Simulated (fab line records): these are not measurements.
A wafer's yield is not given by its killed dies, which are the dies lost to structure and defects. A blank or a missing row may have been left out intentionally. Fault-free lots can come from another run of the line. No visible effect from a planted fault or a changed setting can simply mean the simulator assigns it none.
The tool behind it: which one? :: flow berkeley_cmos170 :: 13 lots with 39 wafers sampled at 6 steps, on a route of 331 steps

## WHAT EACH GAUGE READ, for each wafer
UCB170_PVT_OVL_MEAS_06. Usual: for PVT_OVL the level is 0 nm and the standard deviation is 5.3.
lot: L521
measured: day 7 02:41
on: overlay-02
PVT_OVL (nm): -5 3 0
flag: 

lot: L524
measured: day 7 02:57
on: overlay-02
PVT_OVL (nm): 0 -11 -5
flag: 

lot: L523
measured: day 7 06:13
on: overlay-01
PVT_OVL (nm): 6 -1 1
flag: 

lot: L522
measured: day 7 06:29
on: overlay-01
PVT_OVL (nm): 7 4 -3
flag: 

lot: L526
measured: day 7 10:37
on: overlay-01
PVT_OVL (nm): -1 3 -1
flag: 

lot: L525
measured: day 7 15:34
on: overlay-02
PVT_OVL (nm): -6 -10 -15
flag: 

lot: L529
measured: day 7 23:54
on: overlay-02
PVT_OVL (nm): -9 -7 5
flag: 

lot: L528
measured: day 8 00:31
on: overlay-02
PVT_OVL (nm): 6 1 2
flag: 

lot: L532
measured: day 8 10:07
on: overlay-02
PVT_OVL (nm): 4 1 9
flag: 

lot: L531
measured: day 8 11:07
on: overlay-02
PVT_OVL (nm): -2 -7 -7
flag: 

lot: L534
measured: day 9 02:07
on: overlay-02
PVT_OVL (nm): -3 3 3
flag: 

lot: L541
measured: day 10 08:02
on: overlay-02
PVT_OVL (nm): -2 10 -2
flag: 

lot: L542
measured: day 10 22:58
on: overlay-01
PVT_OVL (nm): 4 4 7
flag: 

UCB170_CONTACT_THK_MEAS_02. Usual: for CONTACT_PSG_THK the level is 701 nm and the standard deviation is 5.7.
lot: L521
measured: day 8 15:10
on: film_metro-02
CONTACT_PSG_THK (nm): 708 708 708
flag: 

lot: L524
measured: day 8 13:22
on: film_metro-02
CONTACT_PSG_THK (nm): 698 700 700
flag: 

lot: L523
measured: day 8 15:12
on: film_metro-02
CONTACT_PSG_THK (nm): 703 700 703
flag: 

lot: L522
measured: day 8 15:08
on: film_metro-01
CONTACT_PSG_THK (nm): 706 711 704
flag: 

lot: L526
measured: day 8 23:52
on: film_metro-04
CONTACT_PSG_THK (nm): 720 711 711
flag: 

lot: L525
measured: day 9 06:32
on: film_metro-01
CONTACT_PSG_THK (nm): 699 697 690
flag: 

lot: L529
measured: day 9 07:06
on: film_metro-02
CONTACT_PSG_THK (nm): 696 696 697
flag: 

lot: L528
measured: day 9 09:14
on: film_metro-04
CONTACT_PSG_THK (nm): 699 703 708
flag: 

lot: L532
measured: day 9 21:58
on: film_metro-04
CONTACT_PSG_THK (nm): 689 694 696
flag: 

lot: L531
measured: day 9 23:22
on: film_metro-02
CONTACT_PSG_THK (nm): 746 747 749
flag: OFF

lot: L534
measured: day 10 09:27
on: film_metro-02
CONTACT_PSG_THK (nm): 698 696 700
flag: 

lot: L541
measured: day 11 14:44
on: film_metro-02
CONTACT_PSG_THK (nm): 707 697 701
flag: 

lot: L542
measured: day 12 07:11
on: film_metro-04
CONTACT_PSG_THK (nm): 704 705 710
flag: 

UCB170_M2_RS_MEAS_02: uses a four-point probe to measure. Usual: for M2_AL_RS the level is 0.0320 ohm/sq and the standard deviation is 0.00031.
lot: L521
measured: day 9 01:53
on: film_metro-04
M2_AL_RS (ohm/sq): 0.0327 0.0322 0.0321
flag: 

lot: L524
measured: day 8 23:59
on: film_metro-02
M2_AL_RS (ohm/sq): 0.0321 0.0323 0.0324
flag: 

lot: L523
measured: day 9 03:51
on: film_metro-02
M2_AL_RS (ohm/sq): 0.0319 0.0323 0.0321
flag: 

lot: L522
measured: day 9 03:34
on: film_metro-04
M2_AL_RS (ohm/sq): 0.0317 0.0317 0.0319
flag: 

lot: L526
measured: day 9 10:02
on: film_metro-02
M2_AL_RS (ohm/sq): 0.0317 0.0320 0.0316
flag: 

lot: L525
measured: day 9 18:16
on: film_metro-02
M2_AL_RS (ohm/sq): 0.0325 0.0324 0.0323
flag: 

lot: L529
measured: day 9 18:48
on: film_metro-02
M2_AL_RS (ohm/sq): 0.0321 0.0318 0.0320
flag: 

lot: L528
measured: day 9 19:44
on: film_metro-04
M2_AL_RS (ohm/sq): 0.0318 0.0316 0.0316
flag: 

lot: L532
measured: day 10 07:58
on: film_metro-04
M2_AL_RS (ohm/sq): 0.0323 0.0326 0.0324
flag: 

lot: L531
measured: day 10 10:00
on: film_metro-02
M2_AL_RS (ohm/sq): 0.0315 0.0313 0.0313
flag: 

lot: L534
measured: day 10 22:40
on: film_metro-03
M2_AL_RS (ohm/sq): 0.0322 0.0322 0.0320
flag: 

lot: L541
measured: day 12 01:56
on: film_metro-02
M2_AL_RS (ohm/sq): 0.0318 0.0319 0.0318
flag: 

lot: L542
measured: day 12 20:15
on: film_metro-02
M2_AL_RS (ohm/sq): 0.0320 0.0319 0.0319
flag: 

## WHICH TOOL RAN EACH LOT (tool, then ch and the chambers of the sampled wafers, then the start)
lot: L521
UCB170_CONTACT_CVD_01: lpcvd-01 ch 1, day 8 13:21
UCB170_CONTACT_ETCH_18: rie_diel-04 ch 0,2,3, day 9 01:17 or earlier
UCB170_V1_ETCH_14: rie_diel-01 ch 1,2, day 9 01:17

lot: L524
UCB170_CONTACT_CVD_01: lpcvd-01 ch 0, day 8 11:34
UCB170_CONTACT_ETCH_18: rie_diel-01 ch 1,2,3, day 8 23:23 or earlier
UCB170_V1_ETCH_14: rie_diel-02 ch 1,2,3, day 8 23:23

lot: L523
UCB170_CONTACT_CVD_01: lpcvd-01 ch 0, day 8 13:21
UCB170_CONTACT_ETCH_18: rie_diel-04 ch 0,2, day 9 03:17 or earlier
UCB170_V1_ETCH_14: rie_diel-01 ch 0,1, day 9 03:17

lot: L522
UCB170_CONTACT_CVD_01: lpcvd-01 ch 0, day 8 13:21
UCB170_CONTACT_ETCH_18: rie_diel-03 ch 0,2,3, day 9 03:00 or earlier
UCB170_V1_ETCH_14: rie_diel-04 ch 0,1,3, day 9 03:00

lot: L526
UCB170_CONTACT_CVD_01: lpcvd-02 ch 0, day 8 22:05
UCB170_CONTACT_ETCH_18: rie_diel-03 ch 0,2,3, day 9 09:29 or earlier
UCB170_V1_ETCH_14: rie_diel-04 ch 0,1,2, day 9 09:29

lot: L525
UCB170_CONTACT_CVD_01: lpcvd-01 ch 0, day 9 03:52
UCB170_CONTACT_ETCH_18: rie_diel-01 ch 1,2,3, day 9 17:41 or earlier
UCB170_V1_ETCH_14: rie_diel-04 ch 2,3, day 9 17:41

lot: L529
UCB170_CONTACT_CVD_01: lpcvd-02 ch 0, day 9 05:19
UCB170_CONTACT_ETCH_18: rie_diel-01 ch 0,1,3, day 9 18:15 or earlier
UCB170_V1_ETCH_14: rie_diel-02 ch 0,2,3, day 9 18:15

lot: L528
UCB170_CONTACT_CVD_01: lpcvd-01 ch 1, day 9 06:32
UCB170_CONTACT_ETCH_18: rie_diel-01 ch 0,1,2, day 9 19:08 or earlier
UCB170_V1_ETCH_14: rie_diel-04 ch 1,2, day 9 19:08

lot: L532
UCB170_CONTACT_CVD_01: lpcvd-01 ch 1, day 9 20:10
UCB170_CONTACT_ETCH_18: rie_diel-01 ch 0,1, day 10 07:22 or earlier
UCB170_V1_ETCH_14: rie_diel-02 ch 1,2, day 10 07:22

lot: L531
UCB170_CONTACT_CVD_01: lpcvd-02 ch 0, day 9 21:32
UCB170_CONTACT_ETCH_18: rie_diel-03 ch 0,1,2, day 10 09:23 or earlier
UCB170_V1_ETCH_14: rie_diel-04 ch 0,2,3, day 10 09:23

lot: L534
UCB170_CONTACT_CVD_01: lpcvd-01 ch 0, day 10 07:40
UCB170_CONTACT_ETCH_18: rie_diel-03 ch 0,2, day 10 22:07 or earlier
UCB170_V1_ETCH_14: rie_diel-04 ch 0,3, day 10 22:07

lot: L541
UCB170_CONTACT_CVD_01: lpcvd-01 ch 1, day 11 12:57
UCB170_CONTACT_ETCH_18: rie_diel-01 ch 1,3, day 12 01:24 or earlier
UCB170_V1_ETCH_14: rie_diel-02 ch 2,3, day 12 01:24

lot: L542
UCB170_CONTACT_CVD_01: lpcvd-01 ch 1, day 12 05:23
UCB170_CONTACT_ETCH_18: rie_diel-03 ch 0,1,2, day 12 19:41 or earlier
UCB170_V1_ETCH_14: rie_diel-02 ch 0,2,3, day 12 19:41
- UCB170_CONTACT_CVD_01: deposits PSG from SiH4/O2/PH3, target thk 700 nm, time 2820 s.
- UCB170_CONTACT_ETCH_18: etches PSG in CHF3/CF4/Ar, stops on TiSi2, target depth 840 nm, time 195 s.
- UCB170_V1_ETCH_14: etches SiO2 in CHF3/CF4/Ar, stops on Al, target depth 1250 nm, time 291 s.

## WHAT THE TOOLS THEMSELVES READ (means of the sampled wafers that have a number; where no wafer has one, the mark that the record gives instead)
UCB170_CONTACT_CVD_01. Usual: zone_power_centre_pct reads 21.2 % (standard deviation 0.82).
lot: L521
tool: lpcvd-01
zone_power_centre_pct (%): 20.6
flag: 

lot: L524
tool: lpcvd-01
zone_power_centre_pct (%): 21.8
flag: 

lot: L523
tool: lpcvd-01
zone_power_centre_pct (%): 22.0
flag: 

lot: L522
tool: lpcvd-01
zone_power_centre_pct (%): 22.0
flag: 

lot: L526
tool: lpcvd-02
zone_power_centre_pct (%): 21.7
flag: 

lot: L525
tool: lpcvd-01
zone_power_centre_pct (%): 22.0
flag: 

lot: L529
tool: lpcvd-02
zone_power_centre_pct (%): 21.8
flag: 

lot: L528
tool: lpcvd-01
zone_power_centre_pct (%): 20.7
flag: 

lot: L532
tool: lpcvd-01
zone_power_centre_pct (%): 20.9
flag: 

lot: L531
tool: lpcvd-02
zone_power_centre_pct (%): 21.8
flag: 

lot: L534
tool: lpcvd-01
zone_power_centre_pct (%): 21.7
flag: 

lot: L541
tool: lpcvd-01
zone_power_centre_pct (%): 20.6
flag: 

lot: L542
tool: lpcvd-01
zone_power_centre_pct (%): 20.8
flag: 

UCB170_CONTACT_ETCH_18. Usual: CHF3_flow_sccm 45.00 sccm, standard deviation 0.13; drypump_motor_current_A 5.9 A, standard deviation 0.42; oes_product_au 0.897 a.u., standard deviation 0.014; throttle_valve_pct 6.90 %, standard deviation 0.13.
lot: L521
tool: rie_diel-04
CHF3_flow_sccm (sccm): 44.99
drypump_motor_current_A (A): 5.6
oes_product_au (a.u.): 0.900
throttle_valve_pct (%): 6.83
flag: 

lot: L524
tool: rie_diel-01
CHF3_flow_sccm (sccm): 44.85
drypump_motor_current_A (A): 6.0
oes_product_au (a.u.): 0.906
throttle_valve_pct (%): 6.96
flag: 

lot: L523
tool: rie_diel-04
CHF3_flow_sccm (sccm): 45.01
drypump_motor_current_A (A): 5.3
oes_product_au (a.u.): 0.898
throttle_valve_pct (%): 6.84
flag: 

lot: L522
tool: rie_diel-03
CHF3_flow_sccm (sccm): 44.98
drypump_motor_current_A (A): 5.9
oes_product_au (a.u.): 0.909
throttle_valve_pct (%): 6.92
flag: 

lot: L526
tool: rie_diel-03
CHF3_flow_sccm (sccm): 44.98
drypump_motor_current_A (A): 5.9
oes_product_au (a.u.): 0.912
throttle_valve_pct (%): 6.91
flag: 

lot: L525
tool: rie_diel-01
CHF3_flow_sccm (sccm): 44.90
drypump_motor_current_A (A): 6.0
oes_product_au (a.u.): 0.902
throttle_valve_pct (%): 6.96
flag: 

lot: L529
tool: rie_diel-01
CHF3_flow_sccm (sccm): 44.92
drypump_motor_current_A (A): 5.7
oes_product_au (a.u.): 0.897
throttle_valve_pct (%): 6.93
flag: 

lot: L528
tool: rie_diel-01
CHF3_flow_sccm (sccm): 44.94
drypump_motor_current_A (A): 5.7
oes_product_au (a.u.): 0.905
throttle_valve_pct (%): 6.86
flag: 

lot: L532
tool: rie_diel-01
CHF3_flow_sccm (sccm): 45.10
drypump_motor_current_A (A): 5.4
oes_product_au (a.u.): 0.900
throttle_valve_pct (%): 6.90
flag: 

lot: L531
tool: rie_diel-03
CHF3_flow_sccm (sccm): 45.00
drypump_motor_current_A (A): 6.0
oes_product_au (a.u.): 0.933
throttle_valve_pct (%): 6.94
flag: 

lot: L534
tool: rie_diel-03
CHF3_flow_sccm (sccm): 44.87
drypump_motor_current_A (A): 5.9
oes_product_au (a.u.): 0.903
throttle_valve_pct (%): 6.85
flag: 

lot: L541
tool: rie_diel-01
CHF3_flow_sccm (sccm): 45.06
drypump_motor_current_A (A): 5.6
oes_product_au (a.u.): 0.905
throttle_valve_pct (%): 7.00
flag: 

lot: L542
tool: rie_diel-03
CHF3_flow_sccm (sccm): 45.01
drypump_motor_current_A (A): 6.0
oes_product_au (a.u.): 0.903
throttle_valve_pct (%): 6.93
flag: 

UCB170_V1_ETCH_14. Usual: CHF3_flow_sccm 45.01 sccm, standard deviation 0.12; drypump_motor_current_A 5.8 A, standard deviation 0.51; oes_product_au 0.874 a.u., standard deviation 0.013; throttle_valve_pct 6.94 %, standard deviation 0.14.
lot: L521
tool: rie_diel-01
CHF3_flow_sccm (sccm): 44.97
drypump_motor_current_A (A): 5.7
oes_product_au (a.u.): 0.885
throttle_valve_pct (%): 6.96
flag: 

lot: L524
tool: rie_diel-02
CHF3_flow_sccm (sccm): 44.97
drypump_motor_current_A (A): 5.8
oes_product_au (a.u.): 0.878
throttle_valve_pct (%): 7.00
flag: 

lot: L523
tool: rie_diel-01
CHF3_flow_sccm (sccm): 44.92
drypump_motor_current_A (A): 5.3
oes_product_au (a.u.): 0.882
throttle_valve_pct (%): 6.93
flag: 

lot: L522
tool: rie_diel-04
CHF3_flow_sccm (sccm): 45.08
drypump_motor_current_A (A): 6.1
oes_product_au (a.u.): 0.861
throttle_valve_pct (%): 6.96
flag: 

lot: L526
tool: rie_diel-04
CHF3_flow_sccm (sccm): 45.08
drypump_motor_current_A (A): 5.8
oes_product_au (a.u.): 0.870
throttle_valve_pct (%): 6.98
flag: 

lot: L525
tool: rie_diel-04
CHF3_flow_sccm (sccm): 45.10
drypump_motor_current_A (A): 5.3
oes_product_au (a.u.): 0.874
throttle_valve_pct (%): 6.75
flag: 

lot: L529
tool: rie_diel-02
CHF3_flow_sccm (sccm): 45.00
drypump_motor_current_A (A): 6.0
oes_product_au (a.u.): 0.882
throttle_valve_pct (%): 6.93
flag: 

lot: L528
tool: rie_diel-04
CHF3_flow_sccm (sccm): 44.91
drypump_motor_current_A (A): 5.8
oes_product_au (a.u.): 0.864
throttle_valve_pct (%): 6.98
flag: 

lot: L532
tool: rie_diel-02
CHF3_flow_sccm (sccm): 44.98
drypump_motor_current_A (A): 5.4
oes_product_au (a.u.): 0.879
throttle_valve_pct (%): 7.06
flag: 

lot: L531
tool: rie_diel-04
CHF3_flow_sccm (sccm): 45.00
drypump_motor_current_A (A): 5.6
oes_product_au (a.u.): 0.873
throttle_valve_pct (%): 6.85
flag: 

lot: L534
tool: rie_diel-04
CHF3_flow_sccm (sccm): 45.02
drypump_motor_current_A (A): 6.0
oes_product_au (a.u.): 0.862
throttle_valve_pct (%): 6.95
flag: 

lot: L541
tool: rie_diel-02
CHF3_flow_sccm (sccm): 45.09
drypump_motor_current_A (A): 6.2
oes_product_au (a.u.): 0.893
throttle_valve_pct (%): 6.99
flag: 

lot: L542
tool: rie_diel-02
CHF3_flow_sccm (sccm): 45.20
drypump_motor_current_A (A): 6.0
oes_product_au (a.u.): 0.879
throttle_valve_pct (%): 6.93
flag: 

## THE ANSWER, worked out from the rows above alone
Rule: lot off if the mean of its wafers having a number is beyond 3 standard deviations from the usual mean. Also off: a lot with no number at a reading for which 4 or more lots have one. All remaining lots with rows at the step are treated as sound. First the gauges in route order, then the tools' own readings, where a lot's mean is used as printed above. The first step at which some lot is off is used, and at that step the reading that is off furthest; a lot without a number counts as furthest.
Off: L531, seen at UCB170_CONTACT_THK_MEAS_02 (CONTACT_PSG_THK).
A tool fits if, at a process step before that reading, it ran every lot that is off, and no sound lot after the first of them. The gauges at UCB170_CONTACT_THK_MEAS_02 are tried like those tools. One fits: lpcvd-02 at UCB170_CONTACT_CVD_01. Its last sound lot is L529 (day 9 05:19), its first lot that is off L531 (day 9 21:32): a fault that began between those two fits.

## WHAT WAS PUT IN BY THE SIMULATOR
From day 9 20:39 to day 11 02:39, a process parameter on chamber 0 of lpcvd-02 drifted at UCB170_CONTACT_CVD_01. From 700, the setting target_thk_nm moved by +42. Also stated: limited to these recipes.
Struck lots among those shown: L531. The rule above reached the same finding.
